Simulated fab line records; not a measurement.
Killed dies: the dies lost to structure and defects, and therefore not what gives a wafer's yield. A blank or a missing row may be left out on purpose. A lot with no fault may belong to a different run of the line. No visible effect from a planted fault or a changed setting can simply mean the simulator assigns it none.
fab line records    flow berkeleyCmos170    part 2 of 2: steps 31 to 41 of 41
[record] lots = 5  wafers = 15  lastDay = 10
route steps=331 shown PWELL@50 WELLDRIVE@55 ACTIVE@60 PFIELD@79 FIELD@89
lots with no fault: from the same line, run without faults
startH: the number of hours between the record's first day and the start of the first shown wafer of the lot    waitH: how many hours have passed since the lot's step before this one    " repeats the value in the row above    L1.1+2: a row that stands for several wafers    - value missing, or start not given    * or withheld: withheld    < > ~ a bound
route shown NAME@n: a module of which the file shows steps, and the number in the route of the first    usual: the fault-free wafers' mean and standard deviation    same: alike in all rows    chamber/n: place in a boat    sites: each site's reading    _std_site: their standard deviation    _edge_site: the outer-site mean with the inner-site mean subtracted    radiusMm: for every site, how far away it sits from the centre of the wafer    mask NAME#n: copy n    behind: the tool/chamber that last shaped the wafer    hold: why the lot went on hold/how many hours it stayed there/how the hold came to an end    device: the transistor (n, p or np) that didn't switch    end of line: at the end of the route, the tests of the same wafers    a step without rows: its recipe alone    killed: not the wafer's yield, but the dies lost to structure and defects at the first sort    map: a wafer's dies, marking killed ones x, the rest . and places with no die _
set.NAME: the setting the step ran with; set.NAME@STEP: the setting that earlier step ran with    model.NAME: the simulator's own value behind a step, which no gauge read
lots at selected steps of the route; one table per step, one row per wafer
services: when a tool's chamber went out of use (startH, in hours from the record's first day, below 0 if earlier), for how many hours, and the reason
[[steps]]
[step UCB170_PFIELD_COAT_01]
[recipe] resist = KrF  spinRpm = 1500  resistThkNm = 900
[usual] spinSpeedRpm = 1499.9/1.2
lot.wafer  tool           chamber  startH  waitH  spinSpeedRpm
L076.3     lithoTrack-01  0        85.58   0.1    1499.9
L076.4     "              0        "       "      1500.8
L076.5     "              0        "       "      1498.7
L084.3     lithoTrack-02  0        132.55  0.1    1498.6
L084.4     "              0        "       "      1499.2
L084.6     "              0        "       "      1499.2
L089.3     lithoTrack-02  0        151.02  0.1    1501.3
L089.5     "              0        "       "      1502.5
L089.6     "              0        "       "      1499.9
L088.2     lithoTrack-02  0        151.48  0.1    1499.1
L088.3     "              0        "       "      1499.2
L088.6     "              0        "       "      1501.2
L092.3     lithoTrack-02  0        169.03  0.1    1500.6
L092.4     "              0        "       "      1500.2
L092.5     "              0        "       "      1499.8
[step UCB170_PFIELD_SOFTBAKE_02]
[recipe] resist = KrF  tempC = 130  timeS = 60
[same] timeS = 60
lot.wafer   tool           chamber  startH  waitH
L076.3+4+5  lithoTrack-01  0        85.73   0.1
L084.3+4+6  lithoTrack-02  0        132.70  0.1
L089.3+5+6  lithoTrack-02  0        151.17  0.1
L088.2+3+6  lithoTrack-02  0        151.63  0.1
L092.3+4+5  lithoTrack-02  0        169.18  0.1
[step UCB170_PFIELD_EXPOSE_03]
[recipe] maskId = PFIELD  na = 0.5  sigmaOuter = 0.6  sourceShape = conventional  targetCdNm = 1500  doseMj = 30
[usual] focusOffsetNm = 0.0/0.5  stageVelMmS = 500.00/0.22
lot.wafer  tool           chamber  startH  waitH  mask      focusOffsetNm  stageVelMmS
L076.3     krfScanner-01  0        85.87   0.1    PFIELD#0  0.1            499.73
L076.4     "              0        "       "      PFIELD#0  0.0            499.97
L076.5     "              0        "       "      PFIELD#0  -0.5           499.59
L084.3     krfScanner-02  0        132.84  0.1    PFIELD#0  1.0            499.93
L084.4     "              0        "       "      PFIELD#0  -0.5           499.99
L084.6     "              0        "       "      PFIELD#0  -0.7           500.04
L089.3     krfScanner-02  0        151.31  0.1    PFIELD#0  -0.5           500.29
L089.5     "              0        "       "      PFIELD#0  -0.6           500.00
L089.6     "              0        "       "      PFIELD#0  -0.5           499.90
L088.2     krfScanner-02  0        151.78  0.1    PFIELD#0  0.9            500.29
L088.3     "              0        "       "      PFIELD#0  0.2            500.00
L088.6     "              0        "       "      PFIELD#0  0.2            500.22
L092.3     krfScanner-02  0        169.45  0.2    PFIELD#0  0.0            500.18
L092.4     "              0        "       "      PFIELD#0  0.0            500.36
L092.5     "              0        "       "      PFIELD#0  0.5            499.85
[step UCB170_PFIELD_PEB_04]
[recipe] pebTempC = 130  pebTimeS = withheld  resist = KrF
lot.wafer   tool           chamber  startH  waitH
L076.3+4+5  lithoTrack-01  0        86.00   0.1
L084.3+4+6  lithoTrack-01  0        133.14  0.3
L089.3+5+6  lithoTrack-04  0        151.74  0.4
L088.2+3+6  lithoTrack-04  0        151.99  0.2
L092.3+4+5  lithoTrack-02  0        169.78  0.3
[step UCB170_PFIELD_DEVELOP_05]
[recipe] developer = TMAH  developTimeS = 45  resist = KrF  devTempC = 21
lot.wafer   tool           chamber  startH  waitH
L076.3+4+5  lithoTrack-01  0        -       -
L084.3+4+6  lithoTrack-01  0        -       -
L089.3+5+6  lithoTrack-04  0        -       -
L088.2+3+6  lithoTrack-04  0        -       -
L092.3+4+5  lithoTrack-02  0        -       -
[step UCB170_PFIELD_OVL_MEAS_06]
[usual] PFIELD_OVL = 0/5.6
lot.wafer  tool        chamber  startH  waitH  PFIELD_OVL[nm]
L076.3     overlay-01  -        86.23   -      -4
L076.4     "           -        "       "      1
L076.5     "           -        "       "      -9
L084.3     overlay-01  -        133.37  -      -1
L084.4     "           -        "       "      0
L084.6     "           -        "       "      -2
L089.3     overlay-01  -        151.98  -      -5
L089.5     "           -        "       "      -10
L089.6     "           -        "       "      -1
L088.2     overlay-01  -        152.25  -      -4
L088.3     "           -        "       "      8
L088.6     "           -        "       "      -4
L092.3     overlay-01  -        170.02  -      -7
L092.4     "           -        "       "      -7
L092.5     "           -        "       "      6
[step UCB170_PFIELD_IMPLANT_07]
[recipe] species = B  doseCm2 = 2e+13  energyKev = 80  tiltDeg = 7
[usual] beamEnergyKeV = 80.001/0.024  doseIonsCm2 = 1.9998e+13/1.9e+10
lot.wafer  tool          chamber  startH  waitH  beamEnergyKeV  doseIonsCm2
L076.3     implanter-03  0        86.31   0.1    79.960         1.9973e+13
L076.4     "             0        "       "      79.981         2.0012e+13
L076.5     "             0        "       "      80.026         1.998e+13
L084.3     implanter-01  0        133.45  0.1    79.987         1.9997e+13
L084.4     "             0        "       "      79.974         1.9986e+13
L084.6     "             0        "       "      80.054         1.9982e+13
L089.3     implanter-04  0        152.05  0.1    80.021         1.9993e+13
L089.5     "             0        "       "      80.008         2.0014e+13
L089.6     "             0        "       "      79.995         2.0004e+13
L088.2     implanter-01  0        152.30  0.0    79.944         1.9999e+13
L088.3     "             0        "       "      80.014         2.0023e+13
L088.6     "             0        "       "      79.999         1.9982e+13
L092.3     implanter-04  0        170.09  0.1    80.024         2.0013e+13
L092.4     "             0        "       "      79.967         1.9987e+13
L092.5     "             0        "       "      80.038         1.9991e+13
[step UCB170_PFIELD_STRIP_08]
[recipe] chemistry = O2  powerW = 400  pressureMtorr = 3500  platenTempC = withheld  o2FlowSccm = 400  overashFraction = 0.5
[usual] drypumpMotorCurrentA = 5.78/0.14  oesProductAu = 0.734/0.0042  stripTimeToEndpointS = 21.66/0.056
lot.wafer  tool            chamber  startH  waitH  drypumpMotorCurrentA  oesProductAu  rfHoursCounterH  stripTimeToEndpointS
L076.3     plasmaAsher-01  1        86.44   0.1    5.80                  0.733         -                21.73
L076.4     "               0        "       "      5.90                  0.733         -                21.68
L076.5     "               0        "       "      5.89                  0.747         -                21.69
L084.3     plasmaAsher-03  1        133.58  0.1    5.48                  0.730         -                21.73
L084.4     "               0        "       "      5.86                  0.738         -                21.64
L084.6     "               0        "       "      5.85                  0.737         -                21.72
L089.3     plasmaAsher-01  0        152.18  0.1    5.90                  0.731         -                21.61
L089.5     "               1        "       "      5.84                  0.737         -                21.67
L089.6     "               0        "       "      5.91                  0.731         -                21.58
L088.2     plasmaAsher-02  1        152.43  0.1    5.80                  0.731         4                21.66
L088.3     "               1        "       "      5.82                  0.743         -                21.73
L088.6     "               0        "       "      5.62                  0.736         -                21.64
L092.3     plasmaAsher-02  0        170.23  0.1    5.65                  0.726         -                21.66
L092.4     "               1        "       "      5.81                  0.735         -                21.59
L092.5     "               1        "       "      5.78                  0.739         -                21.61
[step UCB170_PFIELD_TW_MEAS_09]
[usual] PFIELD_TW = 600/3.5
lot.wafer  tool          chamber  startH  waitH  PFIELD_TW
L076.3     filmMetro-02  -        86.53   0.1    603
L076.4     "             -        "       "      604
L076.5     "             -        "       "      603
L084.3     filmMetro-04  -        133.69  0.1    599
L084.4     "             -        "       "      599
L084.6     "             -        "       "      598
L089.3     filmMetro-04  -        152.27  0.1    598
L089.5     "             -        "       "      595
L089.6     "             -        "       "      597
L088.2     filmMetro-02  -        152.53  0.1    604
L088.3     "             -        "       "      600
L088.6     "             -        "       "      604
L092.3     filmMetro-04  -        170.31  0.1    597
L092.4     "             -        "       "      595
L092.5     "             -        "       "      599
[step UCB170_FIELD_CLEAN_00]
[recipe] chemistry = dHF  dilution = 25:1  timeS = 7.5
[same] timeS = 7.5
lot.wafer   tool         chamber  startH  waitH
L076.3+4+5  wetBench-01  0        86.57   0.0
L084.3+4+6  wetBench-01  3        133.77  0.1
L089.3+5+6  wetBench-03  0        152.31  0.0
L088.2+3+6  wetBench-01  0        152.58  0.0
L092.3+4+5  wetBench-01  1        170.35  0.0
[step UCB170_FIELD_OXIDATION_01]
[recipe] tempC = 1000  ambient = H2O  pH2oTorr = 584.62  targetThkA = 5583  oxTimeS = 7200
[usual] zonePowerCentrePct = 47/3.5
lot.wafer  tool        chamber  startH  waitH  zonePowerCentrePct
L076.3     furnace-02  0        86.59   0.0    44
L076.4     "           0        "       "      45
L076.5     "           0        "       "      45
L084.3     furnace-01  0        135.50  1.7    45
L084.4     "           0        "       "      45
L084.6     "           0        "       "      45
L088.2     furnace-01  0        155.55  3.0    46
L088.3     "           0        "       "      45
L088.6     "           0        "       "      45
L089.3     furnace-01  0        155.55  3.2    46
L089.5     "           0        "       "      44
L089.6     "           0        "       "      45
L092.3     furnace-02  0        173.21  2.8    45
L092.4     "           0        "       "      45
L092.5     "           0        "       "      45
[[services]]
tool            chamber  startH  hours  kind
krfScanner-02   -        33.93   1.9    repair
wetBench-01     -        42.88   1.5    repair
krfScanner-02   -        47.05   3.6    pm
plasmaAsher-01  -        49.22   2.8    pm
krfScanner-01   -        50.61   1.3    pm
furnace-04      -        52.47   3.6    pm
krfScanner-01   -        53.11   1.0    pm
rieDiel-04      3        55.75   3.2    repair
wetBench-01     -        56.36   1.7    repair
plasmaAsher-03  -        62.58   2.8    pm
furnace-02      -        67.33   3.0    pm
krfScanner-02   -        79.53   0.8    pm
wetBench-03     -        83.80   2.2    repair
implanter-01    -        93.79   1.1    repair
rieDiel-04      0        99.46   3.9    repair
rieDiel-04      0        107.38  2.4    repair
plasmaAsher-02  -        108.75  9.0    pm
implanter-04    -        109.79  4.8    repair
krfScanner-02   -        112.28  1.3    pm
rieDiel-02      1        133.62  10.8   repair
rieDiel-04      -        137.02  4.4    repair
krfScanner-02   -        157.80  4.4    pm
plasmaAsher-03  -        159.30  5.2    repair
furnace-02      -        161.67  3.0    pm
